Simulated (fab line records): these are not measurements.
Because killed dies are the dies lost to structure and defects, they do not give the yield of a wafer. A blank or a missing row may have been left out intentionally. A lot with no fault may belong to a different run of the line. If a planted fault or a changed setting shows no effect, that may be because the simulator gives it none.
Comparing a struck lot with a sound one || flow rit_cmos || 32 steps out of a route of 202
Sound: the wafers L591.2, L591.4, L591.6. Wafers struck: L605.2, L605.3, L605.5. The cause is given at the end.
At each step with rows: each side's tool, then ch and its chambers, then its first start. Under that, the readings that differ: sound wafers || struck wafers || difference of the means || sigmas: that difference in standard deviations of wafers without a fault.
alike: a reading whose means differ by less than 2 such deviations, as well as words and numbers matching on both sides. not compared: withheld readings; readings where some wafer has no value; bounds like >300 that might hide an equal value; numbers whose values overlap and for which the record gives no deviation.
Wherever a step has rows on one side only, a row that says differs or no value, or a row with sigmas, the two part there. When numbers do not overlap yet have no deviation, they are printed without sigmas and do not part them. A reading that every wafer of one side lacks parts them only if that side has two wafers or more.

RIT_ACTIVE_BOW_MEAS_00:
  sound on film_metro-04, day 3 02:01; struck on film_metro-03, day 6 00:01
  alike: INCOMING_BOW
RIT_ACTIVE_OXIDATION_01: target thk 46.8 nm, ox time 3360 s.
  sound on furnace-03 ch 0, day 3 02:20; struck on furnace-03 ch 0, day 6 00:07
  alike: ox_temp_c
RIT_ACTIVE_THK_MEAS_02:
  sound on film_metro-01, day 3 04:16; struck on film_metro-03, day 6 02:04
  alike: ACTIVE_OXIDE_THK
then, 1 step without rows for these wafers: RIT_ACTIVE_CVD_03 (deposits Si3N4 from SiH2Cl2/NH3, target thk 150 nm, time 1500 s).
RIT_ACTIVE_THK_MEAS_04:
  sound on film_metro-04, day 3 05:45; struck on film_metro-03, day 6 03:32
  alike: ACTIVE_NITRIDE_THK
then, 6 steps without rows for these wafers: RIT_ACTIVE_HMDS_05 (prime time 60 s); RIT_ACTIVE_COAT_06 (resist thk 1000 nm); RIT_ACTIVE_SOFTBAKE_07 (time 60 s); RIT_ACTIVE_EXPOSE_08 (exposes mask M1, target cd 1400 nm); RIT_ACTIVE_PEB_09; RIT_ACTIVE_DEVELOP_10 (develop time 50 s).
RIT_ACTIVE_CD_MEAS_11: the cd target is 1400 nm.
  sound on cd_sem-01, day 3 06:40; struck on cd_sem-02, day 6 04:29
  alike: cd_nm
then, 1 step without rows for these wafers: RIT_ACTIVE_HARDBAKE_12 (time 60 s).
RIT_ACTIVE_ETCH_13: etches Si3N4 in SF6, stops on SiO2, time 210 s, target depth 210 nm.
  sound on rie_diel-01 ch 0,2,3, day 3 06:55; struck on rie_diel-04 ch 0,2,3, day 6 04:44
  alike: drypump_motor_current_A, oes_product_au, throttle_valve_pct
  not compared: rf_hours_counter_h
RIT_ACTIVE_STRIP_14: strips in O2, time 180 s.
  sound on plasma_asher-01 ch 0,1, day 3 07:03; struck on plasma_asher-04 ch 0,1, day 6 04:52
  alike: drypump_motor_current_A
  not compared: rf_hours_counter_h
RIT_ACTIVE_CD_MEAS_90: the cd target is 1400 nm.
  sound on cd_sem-01, day 3 07:15; struck on cd_sem-02, day 6 05:04
  alike: cd_nm
then, 4 steps without rows for these wafers: RIT_ACTIVE_CLEAN_15 (cleans in SC1, time 600 s); RIT_ACTIVE_CLEAN_16 (cleans in dHF, time 30 s); RIT_ACTIVE_CLEAN_17 (cleans in SC2, time 600 s); RIT_FOX1_OXIDATION_00 (target thk 350.7 nm, ox time 1130 s).
RIT_FOX1_THK_MEAS_01:
  sound on film_metro-02, day 3 10:55; struck on film_metro-01, day 6 09:02
  alike: FOX1_OXIDE_THK
then, 2 steps without rows for these wafers: RIT_FOX1_WET_ETCH_02 (etches SiO2 in BOE, target depth 350 nm, time 390 s); RIT_FOX2_OXIDATION_00 (target thk 350.7 nm, ox time 1130 s).
RIT_FOX2_THK_MEAS_01:
  sound on film_metro-03, day 3 12:48; struck on film_metro-03, day 6 10:32
{"reading": "FOX2_OXIDE_THK (nm)", "sound": "337 332 332", "struck": "349 346 345", "difference": "+13", "sigmas": "+2"}
then, 2 steps without rows for these wafers: RIT_FOX2_CLEAN_02 (cleans in dHF, time 180 s); RIT_FOX2_WET_ETCH_03 (etches Si3N4 in H3PO4, target depth 195 nm, time 2700 s).
RIT_FOX2_THK_MEAS_90:
  sound on film_metro-02, day 3 13:40; struck on film_metro-02, day 6 12:10
  alike: FIELD_OXIDE_LEFT_1_THK
then, 4 steps without rows for these wafers: RIT_NWELL_HMDS_00 (prime time 60 s); RIT_NWELL_COAT_01 (resist thk 1300 nm); RIT_NWELL_SOFTBAKE_02 (time 60 s); RIT_NWELL_EXPOSE_03 (exposes mask M2, target cd 43900 nm).
RIT_M1_PROBE_99:
  sound on prober-02, day 5 07:38; struck on prober-02, day 8 04:41
{"reading": "killed_at_front_end", "sound": "5 8 7", "struck": "92 85 81", "difference": "+79", "sigmas": "+26"}
{"reading": "killed_dies", "sound": "5 8 7", "struck": "92 85 81", "difference": "+79", "sigmas": "+26"}
{"reading": "killed_on_rim", "sound": "1 1 2", "struck": "26 25 18", "difference": "+22", "sigmas": "+15"}
  alike: killed_at_M0_to_M3, killed_open, killed_short

== WHERE THEY PART ==
At RIT_FOX2_THK_MEAS_01 first; at RIT_M1_PROBE_99 last (within this record only).

WHY: whatever the simulator had introduced
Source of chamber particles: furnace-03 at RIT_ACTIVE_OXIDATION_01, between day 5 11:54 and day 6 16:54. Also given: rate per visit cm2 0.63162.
